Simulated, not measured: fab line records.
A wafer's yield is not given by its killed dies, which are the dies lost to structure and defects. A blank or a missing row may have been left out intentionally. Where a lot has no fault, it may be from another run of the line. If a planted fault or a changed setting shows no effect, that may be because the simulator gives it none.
Split-lot study || flow rit cmos || on a route of 202 steps: 5 lots, 23 wafers read

## ON THE SPLIT
At RIT_NRETRO_COAT_01 (resist thk 1300 nm), the setting resist thk nm was moved away from the recipe's 1300 nm on 8 of the 23 wafers read, by -2.7% to +5.6%. All remaining wafers had this setting at the recipe value.

## FROM THE SPLIT TO THE READING: what the file shows between them, 1 step
- RIT_NRETRO_DEVELOP_05: develop time 68 s (also split here: develop time s)

## THE READING
NOVOLAK_of_NRETRO_COAT_01.thk nm (the simulator's own value, which no gauge read), in nm, at RIT_NRETRO_HARDBAKE_07 (time 120 s). The file gives no usual value for it. Across the 15 wafers here that went through the recipe, the average is 1134 nm and the standard deviation 1.5 nm.

{"wafer": "L074.2", "tool, chamber at the split": "litho track-03, 0", "resist thk nm as run, nm": 1300, "against the recipe": "recipe", "NOVOLAK_of_NRETRO_COAT_01.thk nm, nm": 1135, "against lot-mates on the recipe": "-"}
{"wafer": "L074.4", "tool, chamber at the split": "litho track-03, 0", "resist thk nm as run, nm": 1300, "against the recipe": "recipe", "NOVOLAK_of_NRETRO_COAT_01.thk nm, nm": 1132, "against lot-mates on the recipe": "-"}
{"wafer": "L074.6", "tool, chamber at the split": "litho track-03, 0", "resist thk nm as run, nm": 1300, "against the recipe": "recipe", "NOVOLAK_of_NRETRO_COAT_01.thk nm, nm": 1133, "against lot-mates on the recipe": "-"}
{"wafer": "L078.2", "tool, chamber at the split": "litho track-02, 0", "resist thk nm as run, nm": 1373, "against the recipe": "+5.6%", "NOVOLAK_of_NRETRO_COAT_01.thk nm, nm": 1196, "against lot-mates on the recipe": "+60"}
{"wafer": "L078.3", "tool, chamber at the split": "litho track-02, 0", "resist thk nm as run, nm": 1373, "against the recipe": "+5.6%", "NOVOLAK_of_NRETRO_COAT_01.thk nm, nm": 1196, "against lot-mates on the recipe": "+60"}
{"wafer": "L078.4", "tool, chamber at the split": "litho track-02, 0", "resist thk nm as run, nm": 1300, "against the recipe": "recipe", "NOVOLAK_of_NRETRO_COAT_01.thk nm, nm": 1136, "against lot-mates on the recipe": "-"}
{"wafer": "L078.5", "tool, chamber at the split": "litho track-02, 0", "resist thk nm as run, nm": 1300, "against the recipe": "recipe", "NOVOLAK_of_NRETRO_COAT_01.thk nm, nm": 1135, "against lot-mates on the recipe": "-"}
{"wafer": "L078.6", "tool, chamber at the split": "litho track-02, 0", "resist thk nm as run, nm": 1373, "against the recipe": "+5.6%", "NOVOLAK_of_NRETRO_COAT_01.thk nm, nm": 1200, "against lot-mates on the recipe": "+64"}
{"wafer": "L079.1", "tool, chamber at the split": "litho track-01, 0", "resist thk nm as run, nm": 1364, "against the recipe": "+4.9%", "NOVOLAK_of_NRETRO_COAT_01.thk nm, nm": 1192, "against lot-mates on the recipe": "+59"}
{"wafer": "L079.3", "tool, chamber at the split": "litho track-01, 0", "resist thk nm as run, nm": 1364, "against the recipe": "+4.9%", "NOVOLAK_of_NRETRO_COAT_01.thk nm, nm": 1192, "against lot-mates on the recipe": "+59"}
{"wafer": "L079.4", "tool, chamber at the split": "litho track-01, 0", "resist thk nm as run, nm": 1364, "against the recipe": "+4.9%", "NOVOLAK_of_NRETRO_COAT_01.thk nm, nm": 1192, "against lot-mates on the recipe": "+59"}
{"wafer": "L079.2", "tool, chamber at the split": "litho track-01, 0", "resist thk nm as run, nm": 1300, "against the recipe": "recipe", "NOVOLAK_of_NRETRO_COAT_01.thk nm, nm": 1132, "against lot-mates on the recipe": "-"}
{"wafer": "L079.5", "tool, chamber at the split": "litho track-01, 0", "resist thk nm as run, nm": 1300, "against the recipe": "recipe", "NOVOLAK_of_NRETRO_COAT_01.thk nm, nm": 1134, "against lot-mates on the recipe": "-"}
{"wafer": "L080.1", "tool, chamber at the split": "litho track-03, 0", "resist thk nm as run, nm": 1265, "against the recipe": "-2.7%", "NOVOLAK_of_NRETRO_COAT_01.thk nm, nm": 1100, "against lot-mates on the recipe": -34}
{"wafer": "L080.2", "tool, chamber at the split": "litho track-03, 0", "resist thk nm as run, nm": 1265, "against the recipe": "-2.7%", "NOVOLAK_of_NRETRO_COAT_01.thk nm, nm": 1104, "against lot-mates on the recipe": -30}
{"wafer": "L080.3", "tool, chamber at the split": "litho track-03, 0", "resist thk nm as run, nm": 1300, "against the recipe": "recipe", "NOVOLAK_of_NRETRO_COAT_01.thk nm, nm": 1134, "against lot-mates on the recipe": "-"}
{"wafer": "L080.6", "tool, chamber at the split": "litho track-03, 0", "resist thk nm as run, nm": 1300, "against the recipe": "recipe", "NOVOLAK_of_NRETRO_COAT_01.thk nm, nm": 1134, "against lot-mates on the recipe": "-"}
{"wafer": "L080.5", "tool, chamber at the split": "litho track-03, 0", "resist thk nm as run, nm": 1300, "against the recipe": "recipe", "NOVOLAK_of_NRETRO_COAT_01.thk nm, nm": 1133, "against lot-mates on the recipe": "-"}
{"wafer": "L081.2", "tool, chamber at the split": "litho track-01, 0", "resist thk nm as run, nm": 1300, "against the recipe": "recipe", "NOVOLAK_of_NRETRO_COAT_01.thk nm, nm": 1135, "against lot-mates on the recipe": "-"}
{"wafer": "L081.6", "tool, chamber at the split": "litho track-01, 0", "resist thk nm as run, nm": 1300, "against the recipe": "recipe", "NOVOLAK_of_NRETRO_COAT_01.thk nm, nm": 1135, "against lot-mates on the recipe": "-"}
{"wafer": "L081.3", "tool, chamber at the split": "litho track-01, 0", "resist thk nm as run, nm": 1300, "against the recipe": "recipe", "NOVOLAK_of_NRETRO_COAT_01.thk nm, nm": 1133, "against lot-mates on the recipe": "-"}
{"wafer": "L081.5", "tool, chamber at the split": "litho track-01, 0", "resist thk nm as run, nm": 1300, "against the recipe": "recipe", "NOVOLAK_of_NRETRO_COAT_01.thk nm, nm": 1133, "against lot-mates on the recipe": "-"}
{"wafer": "L081.4", "tool, chamber at the split": "litho track-01, 0", "resist thk nm as run, nm": 1300, "against the recipe": "recipe", "NOVOLAK_of_NRETRO_COAT_01.thk nm, nm": 1138, "against lot-mates on the recipe": "-"}

FIT RESULTS
A straight line over all 23 wafers: NOVOLAK_of_NRETRO_COAT_01.thk nm changes by +11.5 nm for each +1% of resist thk nm; r = +1.00; the points scatter about the line by 1.8 nm.
The same after taking each lot's own level away (the mean of its wafers on the recipe; 23 wafers): +11.5 nm for each +1%; r = +1.00; scatter 2 nm.
On that fit, the largest move of resist thk nm shifts the reading by 64 nm.
The span of the lots' own levels, 1133.0 to 1135.5 nm, comes to 1.6 times the standard deviation stated above.
The two slopes are in agreement: the lot-to-lot level therefore moves the slope only a little.
Check: for one of the wafers moved furthest among these (+5.6%), held out of the fit, the line's prediction against its lot-mates is +65.2 nm. It came out at +60.5 nm against them.

## THESE WAFERS: OTHER SPLITS
Note: prior to the reading, these wafers also went through further splits. Each is held against what the fit with the lots' levels taken away leaves over:
{"other split on the same wafers": "RIT_ACTIVE_COAT_06 resist thk nm", "wafers away from the commonest value": 7, "r with NOVOLAK_of_NRETRO_COAT_01.thk nm (lot level and that fit taken away)": -0.23}
{"other split on the same wafers": "RIT_ACTIVE_DEVELOP_10 develop time s", "wafers away from the commonest value": 10, "r with NOVOLAK_of_NRETRO_COAT_01.thk nm (lot level and that fit taken away)": "+0.26"}
{"other split on the same wafers": "RIT_ACTIVE_STRIP_14 pressure mtorr", "wafers away from the commonest value": 15, "r with NOVOLAK_of_NRETRO_COAT_01.thk nm (lot level and that fit taken away)": -0.23}
{"other split on the same wafers": "RIT_NWELL_COAT_01 spin rpm", "wafers away from the commonest value": 8, "r with NOVOLAK_of_NRETRO_COAT_01.thk nm (lot level and that fit taken away)": "+0.21"}
{"other split on the same wafers": "RIT_NWELL_IMPLANT_08 dose cm2", "wafers away from the commonest value": 8, "r with NOVOLAK_of_NRETRO_COAT_01.thk nm (lot level and that fit taken away)": "+0.11"}
{"other split on the same wafers": "RIT_PWELL_DEVELOP_05 develop time s", "wafers away from the commonest value": 10, "r with NOVOLAK_of_NRETRO_COAT_01.thk nm (lot level and that fit taken away)": "+0.53"}
{"other split on the same wafers": "RIT_NRETRO_DEVELOP_05 develop time s", "wafers away from the commonest value": 7, "r with NOVOLAK_of_NRETRO_COAT_01.thk nm (lot level and that fit taken away)": -0.56}

## THE WHOLE CHAIN: every reading that the file lists as answering this split, in the file's order
{"step": "RIT_NRETRO_COAT_01", "what it does": "resist thk 1300 nm", "reading": "NOVOLAK_of_NRETRO_COAT_01.thk nm (the simulator's own value, which no gauge read)", "change (the file's fit)": "+13.3 nm for each +1% of the setting", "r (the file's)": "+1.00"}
{"step": "RIT_NRETRO_HARDBAKE_07", "what it does": "time 120 s", "reading": "NOVOLAK_of_NRETRO_COAT_01.thk nm (the simulator's own value, which no gauge read)", "change (the file's fit)": "+11.4 nm for each +1% of the setting", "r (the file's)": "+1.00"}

## THE FILE'S OWN FIT
NOVOLAK_of_NRETRO_COAT_01.thk nm changes by +11.4 nm for each +1% of resist thk nm, r = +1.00.
